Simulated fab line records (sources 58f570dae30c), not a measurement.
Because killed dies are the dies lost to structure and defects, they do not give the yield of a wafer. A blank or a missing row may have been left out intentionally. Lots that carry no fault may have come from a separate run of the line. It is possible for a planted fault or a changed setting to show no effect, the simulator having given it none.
Split-lot trial / flow berkeley cmos170 / route with 331 steps; 5 lots, 23 wafers read

## SPLIT DETAILS
At UCB170_NLDD_PEB_04, the setting peb temp c was moved away from the recipe's 130 C on 9 of the 23 wafers read, by -2.9% to -1.0%. This setting was run at the recipe's value on the other wafers.

## THE PATH FROM SPLIT TO READING: the file shows 1 step between them
- UCB170_NLDD_DEVELOP_05: develop time 45 s

## THE READING
Shown in nm: cd nm at UCB170_NLDD_CD_MEAS_06, with target cd 1200 nm. On this fab line, fault-free wafers typically give 1200.7 nm with a standard deviation of 1.2 nm.

wafer=L078.1; tool, chamber at the split=litho track-03, 0; peb temp c as run, C=130; against the recipe=recipe; cd nm, nm=1198.3; against lot-mates on the recipe=-
wafer=L078.2; tool, chamber at the split=litho track-03, 0; peb temp c as run, C=130; against the recipe=recipe; cd nm, nm=1198.5; against lot-mates on the recipe=-
wafer=L078.3; tool, chamber at the split=litho track-03, 0; peb temp c as run, C=130; against the recipe=recipe; cd nm, nm=1199.1; against lot-mates on the recipe=-
wafer=L078.4; tool, chamber at the split=litho track-03, 0; peb temp c as run, C=130; against the recipe=recipe; cd nm, nm=1198.2; against lot-mates on the recipe=-
wafer=L078.5; tool, chamber at the split=litho track-03, 0; peb temp c as run, C=130; against the recipe=recipe; cd nm, nm=1199.6; against lot-mates on the recipe=-
wafer=L080.1; tool, chamber at the split=litho track-01, 0; peb temp c as run, C=128.1; against the recipe=-1.5%; cd nm, nm=1187.6; against lot-mates on the recipe=-14.0
wafer=L080.2; tool, chamber at the split=litho track-01, 0; peb temp c as run, C=128.1; against the recipe=-1.5%; cd nm, nm=1188.7; against lot-mates on the recipe=-12.8
wafer=L080.3; tool, chamber at the split=litho track-01, 0; peb temp c as run, C=130; against the recipe=recipe; cd nm, nm=1201.1; against lot-mates on the recipe=-
wafer=L080.4; tool, chamber at the split=litho track-01, 0; peb temp c as run, C=130; against the recipe=recipe; cd nm, nm=1202.0; against lot-mates on the recipe=-
wafer=L080.6; tool, chamber at the split=litho track-01, 0; peb temp c as run, C=128.1; against the recipe=-1.5%; cd nm, nm=1188.8; against lot-mates on the recipe=-12.8
wafer=L076.2; tool, chamber at the split=litho track-03, 0; peb temp c as run, C=128.7; against the recipe=-1.0%; cd nm, nm=1191.9; against lot-mates on the recipe=-8.7
wafer=L076.3; tool, chamber at the split=litho track-03, 0; peb temp c as run, C=130; against the recipe=recipe; cd nm, nm=1201.5; against lot-mates on the recipe=-
wafer=L076.4; tool, chamber at the split=litho track-03, 0; peb temp c as run, C=128.7; against the recipe=-1.0%; cd nm, nm=1191.9; against lot-mates on the recipe=-8.7
wafer=L076.5; tool, chamber at the split=litho track-03, 0; peb temp c as run, C=130; against the recipe=recipe; cd nm, nm=1199.7; against lot-mates on the recipe=-
wafer=L076.6; tool, chamber at the split=litho track-03, 0; peb temp c as run, C=128.7; against the recipe=-1.0%; cd nm, nm=1192.3; against lot-mates on the recipe=-8.3
wafer=L081.2; tool, chamber at the split=litho track-04, 0; peb temp c as run, C=130; against the recipe=recipe; cd nm, nm=1200.1; against lot-mates on the recipe=-
wafer=L081.3; tool, chamber at the split=litho track-04, 0; peb temp c as run, C=130; against the recipe=recipe; cd nm, nm=1198.1; against lot-mates on the recipe=-
wafer=L081.4; tool, chamber at the split=litho track-04, 0; peb temp c as run, C=130; against the recipe=recipe; cd nm, nm=1198.7; against lot-mates on the recipe=-
wafer=L085.2; tool, chamber at the split=litho track-03, 0; peb temp c as run, C=126.2; against the recipe=-2.9%; cd nm, nm=1171.8; against lot-mates on the recipe=-27.5
wafer=L085.3; tool, chamber at the split=litho track-03, 0; peb temp c as run, C=126.2; against the recipe=-2.9%; cd nm, nm=1170.6; against lot-mates on the recipe=-28.7
wafer=L085.4; tool, chamber at the split=litho track-03, 0; peb temp c as run, C=130; against the recipe=recipe; cd nm, nm=1199.4; against lot-mates on the recipe=-
wafer=L085.5; tool, chamber at the split=litho track-03, 0; peb temp c as run, C=130; against the recipe=recipe; cd nm, nm=1199.1; against lot-mates on the recipe=-
wafer=L085.6; tool, chamber at the split=litho track-03, 0; peb temp c as run, C=126.2; against the recipe=-2.9%; cd nm, nm=1171.4; against lot-mates on the recipe=-27.8

FIT RESULTS
A straight line over all 23 wafers: cd nm changes by +9.3 nm for each +1% of peb temp c; r = +0.99; the points scatter about the line by 1.5 nm.
The same after taking each lot's own level away (the mean of its wafers on the recipe; 23 wafers): +9.46 nm for each +1%; r = +1.00; scatter 0.71 nm.
Per that fit: largest peb temp c move, reading shift of 28 nm.
The lots' own levels span 1198.74 to 1201.55 nm, that is 2.3 times the standard deviation above.
Consequently the slope shifts little with the lot-to-lot level, the two slopes agreeing.
Check: for one of the wafers moved furthest among these (-2.9%), held out of the fit, the line's prediction against its lot-mates is -27.5 nm. It came out at -27.5 nm against them.

## OTHER SPLITS APPLIED TO THESE WAFERS
Before the reading, these wafers also passed through other splits. Each is held against what the fit with the lots' levels taken away leaves over:
other split on the same wafers=UCB170_START_OXIDATION_02 temp c; wafers away from the commonest value=18; r with cd nm (lot level and that fit taken away)=-0.08
other split on the same wafers=UCB170_NWELL_CVD_04 time s; wafers away from the commonest value=10; r with cd nm (lot level and that fit taken away)=-0.01
other split on the same wafers=UCB170_NWELL_IMPLANT_14 energy kev; wafers away from the commonest value=7; r with cd nm (lot level and that fit taken away)=+0.08
other split on the same wafers=UCB170_PWELL_IMPLANT_15 energy kev; wafers away from the commonest value=8; r with cd nm (lot level and that fit taken away)=-0.10
other split on the same wafers=UCB170_ACTIVE_CVD_05 sih2cl2 flow sccm; wafers away from the commonest value=18; r with cd nm (lot level and that fit taken away)=+0.16
other split on the same wafers=UCB170_ACTIVE_COAT_08 resist thk nm; wafers away from the commonest value=5; r with cd nm (lot level and that fit taken away)=-0.10
other split on the same wafers=UCB170_PFIELD_IMPLANT_07 energy kev; wafers away from the commonest value=6; r with cd nm (lot level and that fit taken away)=+0.23
other split on the same wafers=UCB170_NVT_COAT_01 spin rpm; wafers away from the commonest value=4; r with cd nm (lot level and that fit taken away)=+0.43
other split on the same wafers=UCB170_NVT_IMPLANT_07 tilt deg; wafers away from the commonest value=4; r with cd nm (lot level and that fit taken away)=-0.28
other split on the same wafers=UCB170_PVT_COAT_01 resist thk nm; wafers away from the commonest value=10; r with cd nm (lot level and that fit taken away)=+0.39

## FILE'S OWN FIT
cd nm changes by +9.39 nm for each +1% of peb temp c, r = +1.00.
